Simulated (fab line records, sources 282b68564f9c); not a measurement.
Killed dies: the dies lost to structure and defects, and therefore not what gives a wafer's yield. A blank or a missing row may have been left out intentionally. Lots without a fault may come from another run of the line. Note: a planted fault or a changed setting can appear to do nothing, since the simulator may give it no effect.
The tool behind it: which one?    flow rit_cmos    14 lots with 42 wafers sampled at 2 steps, on a route of 202 steps

== WHAT THE GAUGES SHOWED, per wafer ==
Not one reading of a measure or inspect step in the record can be checked against a usual standard deviation.

== WHAT TOOL EACH LOT RAN ON (gives the tool, then ch and the chambers of the sampled wafers, and finally the start) ==
lot   RIT_GATE_ETCH_19                 RIT_M1_PROBE_99
L450  rie_si-01 ch 0,2, day 2 13:31    -
L451  rie_si-02 ch 0,1, day 2 18:01    -
L452  rie_si-01 ch 0,1,2, day 2 22:08  -
L453  rie_si-02 ch 2,3, day 3 03:34    -
L454  rie_si-01 ch 0,1,3, day 3 08:32  -
L455  rie_si-02 ch 0,2,3, day 3 16:04  -
L456  rie_si-01 ch 0,3, day 3 19:05    -
L458  rie_si-01 ch 0,1,2, day 4 03:52  -
L460  rie_si-01 ch 0,1,3, day 4 15:33  -
L465  rie_si-02 ch 0,1, day 5 17:18    -
L467  rie_si-02 ch 0,1,3, day 6 03:11  prober-02, day 6 23:13
L468  rie_si-01 ch 0,3, day 6 06:29    -
L470  rie_si-01 ch 0,1,2, day 6 16:06  -
L472  rie_si-01 ch 2,3, day 7 02:38    -
- RIT_GATE_ETCH_19: etches poly-Si in SF6/CHF3/O2, stops on SiO2, time 165 s, target depth 312.5 nm.
- RIT_M1_PROBE_99

== AS READ BY THE TOOLS THEMSELVES (means over the sampled wafers that have a number; for cases with no such wafer, the mark the record gives instead) ==
RIT_GATE_ETCH_19. Usual: drypump_motor_current_A 5.7 A, standard deviation 0.67; he_backside_leak_sccm 2.90 sccm, standard deviation 0.19; oes_product_au 0.842 a.u., standard deviation 0.011; throttle_valve_pct 10.22 %, standard deviation 0.17.
lot   tool       drypump_motor_current_A (A)  he_backside_leak_sccm (sccm)  oes_product_au (a.u.)  throttle_valve_pct (%)  flag
L450  rie_si-01  5.6                          2.89                          0.852                  10.18                   
L451  rie_si-02  5.7                          2.97                          0.844                  10.20                   
L452  rie_si-01  5.7                          3.04                          0.823                  10.23                   
L453  rie_si-02  6.1                          2.76                          0.833                  10.16                   
L454  rie_si-01  5.9                          2.90                          0.837                  10.28                   
L455  rie_si-02  5.8                          2.91                          0.834                  10.10                   
L456  rie_si-01  6.1                          2.74                          0.854                  10.30                   
L458  rie_si-01  5.7                          2.87                          0.840                  10.24                   
L460  rie_si-01  5.9                          2.81                          0.853                  10.28                   
L465  rie_si-02  5.2                          2.96                          0.914                  10.38                   OFF
L467  rie_si-02  5.9                          2.97                          0.881                  10.26                   OFF
L468  rie_si-01  6.0                          2.82                          0.841                  10.28                   
L470  rie_si-01  5.7                          2.84                          0.849                  10.24                   
L472  rie_si-01  5.5                          2.77                          0.848                  10.11                   

RIT_M1_PROBE_99. Usual: killed_at_M0_to_M3 0.0, standard deviation 0.083; killed_at_contacts 0.1, standard deviation 0.36; killed_at_front_end 7.2, standard deviation 2.9; killed_dies 7.4, standard deviation 2.9; killed_open 3.8, standard deviation 2; killed_short 3.5, standard deviation 2.
lot   tool       killed_at_M0_to_M3  killed_at_contacts  killed_at_front_end  killed_dies  killed_open  killed_short  flag
L467  prober-02  0.0                 0.0                 7.0                  7.0          2.0          4.0           

== THE ANSWER, worked out from the rows above alone ==
Rule: a lot counts as off when the mean over its wafers that have a number is more than 3 standard deviations away from the usual mean. Also off: a lot with no number at a reading for which 4 or more lots have one. Any other lot the step has rows for is counted as sound. The gauges are gone through in route order, then the tools' own readings, and for those a lot's mean is taken as printed above. The first step at which some lot is off is used, and at that step the reading that is off furthest; a lot without a number counts as furthest.
Off: L465, L467, at RIT_GATE_ETCH_19 (oes_product_au).
If a tool, at that step or one of the process steps before it, ran each lot that is off and ran no sound lot following the first of them, it fits. One candidate fits, namely rie_si-02 at RIT_GATE_ETCH_19. Its last sound lot is L455 (day 3 16:04), its first lot that is off L465 (day 5 17:18): a fault that began between those two fits.
The tool's own readings at RIT_GATE_ETCH_19 bear it out: on the lots that are off they differ by more than 5 times the standard deviation of the sound lots' means. oes_product_au reads 0.897 a.u. there against 0.842 a.u. on the sound lots.

== WHAT HAD BEEN PUT IN BY THE SIMULATOR ==
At RIT_GATE_ETCH_19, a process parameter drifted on rie_si-02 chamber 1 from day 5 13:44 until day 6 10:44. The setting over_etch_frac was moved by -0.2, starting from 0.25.
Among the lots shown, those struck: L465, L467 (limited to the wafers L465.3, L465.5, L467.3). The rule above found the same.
